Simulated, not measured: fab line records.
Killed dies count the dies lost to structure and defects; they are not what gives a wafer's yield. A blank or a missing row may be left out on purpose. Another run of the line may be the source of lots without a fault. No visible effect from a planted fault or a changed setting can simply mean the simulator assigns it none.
fab line records ; flow rit_cmos
[record] lots = 7; wafers = 21; last_day = 7
route steps=202 shown ACTIVE@2
lots untouched by any fault: they come from a run of this same line in which no faults occurred
start_h: hours from the record's first day to the start of the lot's first wafer shown ; wait_h: hours from the lot's prior step to this one ; " same as the row above ; L1.1+2: one row covering several wafers at once ; - value missing, or start not given ; * or withheld: withheld ; < > ~ a bound
route shown NAME@n: NAME is a module with steps in the file, n the number in the route of the first one ; usual: average and standard deviation across the fault-free wafers ; same: alike in all rows ; chamber/n: place in a boat ; sites: the reading at each site ; _std_site: standard deviation of those values ; _edge_site: outer sites' mean less inner sites' ; radius_mm: how far each site lies from the wafer's centre ; mask NAME#n: copy n ; behind: the last tool/chamber to shape the wafer ; hold: why the lot went on hold/how many hours it stayed there/how the hold came to an end ; device: names the non-switching transistor (n, p or np) ; end of line: the tests these same wafers got at the end of their route ; for a step that has no rows: nothing shown but its recipe ; killed: at the first sort, the dies lost to defects and structure; wafer yield is something else ; map: shows each die of a wafer: x if killed, . if not, _ if none is there
set.NAME: setting as actually run; set.NAME@STEP: the setting as run at that earlier step ; model.NAME: the simulator's own value behind a step, which no gauge read
lots at selected steps of the route; one table per step, one row per wafer
services: from which hour (start_h, from the record's first day; less than 0 if before it) a tool's chamber was out of use, for how many hours, and why
[[steps]]
[step RIT_ACTIVE_OXIDATION_01]
[recipe] temp_c = 1000; ambient = O2; target_thk_a = 468; ox_time_s = 3360
[step RIT_ACTIVE_THK_MEAS_02]
[recipe] reads = SiO2_of_ACTIVE_OXIDATION_01
[usual] ACTIVE_OXIDE_THK = 46.6/0.87
lot.wafer;tool;chamber;start_h;wait_h;ACTIVE_OXIDE_THK[nm]
L154.3;film_metro-02;-;72.65;0.0;44.9
L154.4;film_metro-02;-;72.65;0.0;44.6
L154.5;film_metro-02;-;72.65;0.0;44.8
L156.4;film_metro-04;-;84.84;0.0;46.4
L156.5;film_metro-04;-;84.84;0.0;46.4
L156.6;film_metro-04;-;84.84;0.0;46.0
L159.1;film_metro-04;-;98.00;0.0;46.6
L159.5;film_metro-04;-;98.00;0.0;46.4
L159.6;film_metro-04;-;98.00;0.0;47.0
L160.1;film_metro-02;-;102.54;0.0;47.6
L160.3;film_metro-02;-;102.54;0.0;47.0
L160.5;film_metro-02;-;102.54;0.0;48.1
L161.3;film_metro-02;-;107.07;0.0;46.7
L161.5;film_metro-02;-;107.07;0.0;46.3
L161.6;film_metro-02;-;107.07;0.0;46.6
L163.2;film_metro-02;-;117.06;0.0;47.5
L163.4;film_metro-02;-;117.06;0.0;47.3
L163.6;film_metro-02;-;117.06;0.0;47.0
L165.1;film_metro-02;-;127.05;0.0;47.1
L165.3;film_metro-02;-;127.05;0.0;48.2
L165.6;film_metro-02;-;127.05;0.0;47.5
[step RIT_ACTIVE_CVD_03]
[recipe] material = Si3N4; target_thk_nm = 150; temp_c = 810; precursor = SiH2Cl2/NH3; time_s = 1500; pressure_mtorr = 300; sih2cl2_flow_sccm = 60; nh3_flow_sccm = 150
[step RIT_ACTIVE_THK_MEAS_04]
[recipe] reads = Si3N4_of_ACTIVE_CVD_03
[usual] ACTIVE_NITRIDE_THK = 150.3/1.4
lot.wafer;tool;chamber;start_h;wait_h;ACTIVE_NITRIDE_THK[nm]
L154.3;film_metro-01;-;74.13;0.0;151.5
L154.4;film_metro-01;-;74.13;0.0;150.9
L154.5;film_metro-01;-;74.13;0.0;151.6
L156.4;film_metro-02;-;86.32;0.0;150.3
L156.5;film_metro-02;-;86.32;0.0;150.0
L156.6;film_metro-02;-;86.32;0.0;151.9
L159.1;film_metro-01;-;99.48;0.0;149.7
L159.5;film_metro-01;-;99.48;0.0;148.5
L159.6;film_metro-01;-;99.48;0.0;148.8
L160.1;film_metro-04;-;104.02;0.0;148.2
L160.3;film_metro-04;-;104.02;0.0;148.4
L160.5;film_metro-04;-;104.02;0.0;148.2
L161.3;film_metro-01;-;108.55;0.0;152.6
L161.5;film_metro-01;-;108.55;0.0;152.7
L161.6;film_metro-01;-;108.55;0.0;151.9
L163.2;film_metro-04;-;118.54;0.0;150.5
L163.4;film_metro-04;-;118.54;0.0;150.3
L163.6;film_metro-04;-;118.54;0.0;148.5
L165.1;film_metro-01;-;128.53;0.0;149.2
L165.3;film_metro-01;-;128.53;0.0;149.6
L165.6;film_metro-01;-;128.53;0.0;147.8
[step RIT_ACTIVE_HMDS_05]
[recipe] prime_time_s = 60; prime_temp_c = 140
[step RIT_ACTIVE_COAT_06]
[recipe] resist = NOVOLAK; spin_rpm = 3250; resist_thk_nm = 1000
[step RIT_ACTIVE_SOFTBAKE_07]
[recipe] resist = NOVOLAK; temp_c = 90; time_s = 60
[step RIT_ACTIVE_EXPOSE_08]
[recipe] mask_id = M1; na = 0.6; source_shape = conventional; sigma_outer = 0.6; target_cd_nm = 1400; dose_mj = 225
[step RIT_ACTIVE_PEB_09]
[recipe] resist = NOVOLAK; temp_c = withheld; time_s = withheld
[step RIT_ACTIVE_DEVELOP_10]
[recipe] resist = NOVOLAK; develop_time_s = 50; dev_temp_c = 23
[step RIT_ACTIVE_CD_MEAS_11]
[recipe] target_cd_nm = 1400
[usual] cd_nm = 1400.0/2.2
lot.wafer;tool;chamber;start_h;wait_h;cd_nm
L154.3;cd_sem-01;-;75.06;-;1398.6
L154.4;cd_sem-01;-;75.06;-;1399.3
L154.5;cd_sem-01;-;75.06;-;1400.3
L156.4;cd_sem-01;-;87.38;-;1399.4
L156.5;cd_sem-01;-;87.38;-;1398.0
L156.6;cd_sem-01;-;87.38;-;1401.0
L159.1;cd_sem-02;-;100.51;-;1400.2
L159.5;cd_sem-02;-;100.51;-;1398.6
L159.6;cd_sem-02;-;100.51;-;1399.2
L160.1;cd_sem-01;-;104.93;-;1399.8
L160.3;cd_sem-01;-;104.93;-;1399.3
L160.5;cd_sem-01;-;104.93;-;1400.2
L161.3;cd_sem-02;-;109.60;-;1398.0
L161.5;cd_sem-02;-;109.60;-;1400.5
L161.6;cd_sem-02;-;109.60;-;1397.8
L163.2;cd_sem-02;-;119.46;-;1394.0
L163.4;cd_sem-02;-;119.46;-;1397.1
L163.6;cd_sem-02;-;119.46;-;1397.2
L165.1;cd_sem-01;-;129.44;-;1400.9
L165.3;cd_sem-01;-;129.44;-;1398.9
L165.6;cd_sem-01;-;129.44;-;1400.9
[step RIT_ACTIVE_HARDBAKE_12]
[recipe] resist = NOVOLAK; temp_c = 140; time_s = 60
[step RIT_ACTIVE_ETCH_13]
[recipe] stop_on = SiO2; chemistry = SF6; target = Si3N4; time_s = 210; over_etch_frac = 0.4; SF6_flow_sccm = 200; pressure_mtorr = 260; rf_w = 125; target_depth_a = 2100
[usual] SF6_flow_sccm = 200.0/0.65; chamber_pressure_mTorr = 259.99/0.25; drypump_motor_current_A = 5.8/0.43; oes_product_au = 0.823/0.015; rf_fwd_power_W = 124.6/0.42; throttle_valve_pct = 7.53/0.082
lot.wafer;tool;chamber;start_h;wait_h;SF6_flow_sccm;chamber_pressure_mTorr;drypump_motor_current_A;oes_product_au;rf_fwd_power_W;rf_hours_counter_h;throttle_valve_pct;model.NOVOLAK_of_ACTIVE_COAT_06.thk_nm
L154.3;rie_diel-04;2;75.29;0.1;199.1;259.96;6.4;0.841;124.4;134;7.45;657.1
L154.4;rie_diel-04;3;75.29;0.1;199.6;259.71;5.6;0.821;124.8;-;7.55;657.9
L154.5;rie_diel-04;0;75.29;0.1;200.2;259.78;6.3;0.846;124.3;-;7.58;657.7
L156.4;rie_diel-02;2;87.59;0.1;200.9;260.19;5.3;0.820;124.1;119;7.51;657.1
L156.5;rie_diel-02;0;87.59;0.1;199.6;259.98;5.1;0.843;124.6;-;7.59;654
L156.6;rie_diel-02;1;87.59;0.1;200.0;260.26;6.2;0.826;125.0;-;7.33;676.1
L159.1;rie_diel-04;0;100.81;0.1;-;-;-;-;-;-;-;882.8
L159.5;rie_diel-04;2;100.81;0.1;-;-;-;-;-;-;-;884.5
L159.6;rie_diel-04;1;100.81;0.1;-;-;-;-;-;-;-;882
L160.1;rie_diel-02;2;105.20;0.1;-;-;-;-;-;-;-;881.5
L160.3;rie_diel-02;0;105.20;0.1;-;-;-;-;-;-;-;883.4
L160.5;rie_diel-02;0;105.20;0.1;-;-;-;-;-;-;-;883.6
L161.3;rie_diel-04;2;109.83;0.1;-;-;-;-;-;-;-;881.9
L161.5;rie_diel-04;1;109.83;0.1;-;-;-;-;-;-;-;881.9
L161.6;rie_diel-04;2;109.83;0.1;-;-;-;-;-;-;-;882.2
L163.2;rie_diel-03;0;119.71;0.1;201.3;260.32;6.2;0.794;124.6;155;7.61;656.8
L163.4;rie_diel-03;2;119.71;0.1;200.5;259.97;5.6;0.821;124.9;129;7.53;660.7
L163.6;rie_diel-03;2;119.71;0.1;200.8;259.54;5.6;0.814;124.4;-;7.52;659.6
L165.1;rie_diel-04;3;129.71;0.1;200.0;260.04;5.5;0.807;124.1;2;7.55;658.4
L165.3;rie_diel-04;2;129.71;0.1;200.2;260.02;6.4;0.821;124.3;135;7.46;661
L165.6;rie_diel-04;0;129.71;0.1;199.6;260.35;6.3;0.825;124.6;-;7.59;653.7
[step RIT_ACTIVE_STRIP_14]
[recipe] chemistry = O2; time_s = 180; resist = NOVOLAK; platen_temp_c = withheld; power_w = 500; pressure_mtorr = 4000; o2_flow_sccm = 4000
[usual] drypump_motor_current_A = 5.43/0.27
lot.wafer;tool;chamber;start_h;wait_h;drypump_motor_current_A;rf_hours_counter_h
L154.3;plasma_asher-04;1;75.48;0.1;5.21;-
L154.4;plasma_asher-04;0;75.48;0.1;5.92;-
L154.5;plasma_asher-04;1;75.48;0.1;5.19;-
L156.4;plasma_asher-04;1;87.78;0.1;5.20;-
L156.5;plasma_asher-04;0;87.78;0.1;5.95;-
L156.6;plasma_asher-04;1;87.78;0.1;5.20;-
L159.1;plasma_asher-01;1;100.95;0.1;5.27;45
L159.5;plasma_asher-01;1;100.95;0.1;5.28;-
L159.6;plasma_asher-01;0;100.95;0.1;5.30;-
L160.1;plasma_asher-01;0;105.40;0.1;5.33;45
L160.3;plasma_asher-01;0;105.40;0.1;5.32;-
L160.5;plasma_asher-01;1;105.40;0.1;5.24;-
L161.3;plasma_asher-04;0;110.03;0.1;5.95;-
L161.5;plasma_asher-04;1;110.03;0.1;5.21;-
L161.6;plasma_asher-04;0;110.03;0.1;5.92;-
L163.2;plasma_asher-01;1;119.84;0.1;5.27;0
L163.4;plasma_asher-01;0;119.84;0.1;5.35;-
L163.6;plasma_asher-01;1;119.84;0.1;5.31;-
L165.1;plasma_asher-04;0;129.84;0.1;5.93;48
L165.3;plasma_asher-04;1;129.84;0.1;5.22;-
L165.6;plasma_asher-04;0;129.84;0.1;5.95;-
[step RIT_ACTIVE_CD_MEAS_90]
[recipe] target_cd_nm = 1400
[usual] cd_nm = 1400.0/2.2
lot.wafer;tool;chamber;start_h;wait_h;cd_nm
L154.3;cd_sem-02;-;75.64;0.1;1398.4
L154.4;cd_sem-02;-;75.64;0.1;1399.3
L154.5;cd_sem-02;-;75.64;0.1;1400.4
L156.4;cd_sem-01;-;87.96;0.1;1399.4
L156.5;cd_sem-01;-;87.96;0.1;1398.7
L156.6;cd_sem-01;-;87.96;0.1;1401.2
L159.1;cd_sem-01;-;101.12;0.1;-
L159.5;cd_sem-01;-;101.12;0.1;-
L159.6;cd_sem-01;-;101.12;0.1;-
L160.1;cd_sem-01;-;105.57;0.1;-
L160.3;cd_sem-01;-;105.57;0.1;-
L160.5;cd_sem-01;-;105.57;0.1;-
L161.3;cd_sem-01;-;110.18;0.1;-
L161.5;cd_sem-01;-;110.18;0.1;-
L161.6;cd_sem-01;-;110.18;0.1;-
L163.2;cd_sem-02;-;120.04;0.1;1393.2
L163.4;cd_sem-02;-;120.04;0.1;1397.3
L163.6;cd_sem-02;-;120.04;0.1;1397.0
L165.1;cd_sem-01;-;130.02;0.1;1400.9
L165.3;cd_sem-01;-;130.02;0.1;1399.2
L165.6;cd_sem-01;-;130.02;0.1;1400.8
[step RIT_ACTIVE_CLEAN_15]
[recipe] chemistry = SC1; mix = 3:3:50; time_s = 600; temp_c = 75
[[services]]
tool;chamber;start_h;hours;kind
rie_diel-04;1;66.01;-;clean
rie_diel-04;1;66.01;15.0;scheduled_down
rie_diel-04;1;66.01;15.0;vent_cycle
rie_diel-02;1;93.04;-;clean
rie_diel-02;1;93.04;23.1;scheduled_down
rie_diel-02;1;93.04;23.1;vent_cycle
rie_diel-02;3;94.80;23.1;repair
rie_diel-03;-;95.47;0.4;repair
rie_diel-04;0;104.39;7.0;repair
rie_diel-02;-;106.12;14.6;pm
plasma_asher-01;-;108.75;9.0;pm
plasma_asher-01;0;108.75;9.0;vent_cycle
plasma_asher-01;1;108.75;9.0;vent_cycle
plasma_asher-04;-;116.28;1.5;repair
plasma_asher-01;0;117.75;-;clean
plasma_asher-01;1;117.75;-;clean
rie_diel-03;0;123.72;-;clean
rie_diel-03;0;123.72;12.9;scheduled_down
rie_diel-03;0;123.72;12.9;vent_cycle
[[key]]
[first_sign] step = RIT_ACTIVE_ETCH_13; reading = tool_record; direction = missing
[effect] step = RIT_ACTIVE_CD_MEAS_90; reading = cd_nm; direction = missing
[model_effect] step = RIT_ACTIVE_ETCH_13; value = NOVOLAK_of_ACTIVE_COAT_06.thk_nm; without = 654.7; struck = 882.7
met_at RIT_ACTIVE_ETCH_13
struck_wafers L159.1,L159.5,L159.6,L160.1,L160.3,L160.5,L161.3,L161.5,L161.6
later_rows_left_out L159.1,L159.5,L159.6,L160.1,L160.3,L160.5,L161.3,L161.5,L161.6
sort_left_out L159.1,L159.5,L159.6,L160.1,L160.3,L160.5,L161.3,L161.5,L161.6
tester_left_out L159,L160,L161
onset_between 87.59 100.81
[fault] kind = skipped_step_whole; tool = rie_diel-02,rie_diel-04; chamber = -; onset_h = 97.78; steps = RIT_ACTIVE_ETCH_13; scope = struck_lots_only
// tester_left_out: of these lots the tester's yield and bins aren't shown, on N5 and GAA mostly nor the transistor test; their killed dies are dies lost to structure and defects alone, not to doping, threshold or leakage, so they don't give the yield
// sort_left_out: the simulated sort isn't trusted on such a fault, so these wafers' sort isn't shown, and their yield isn't known
// later_rows_left_out: the simulator's readings of these wafers behind a module that went badly wrong aren't trusted and aren't shown, but for the sort
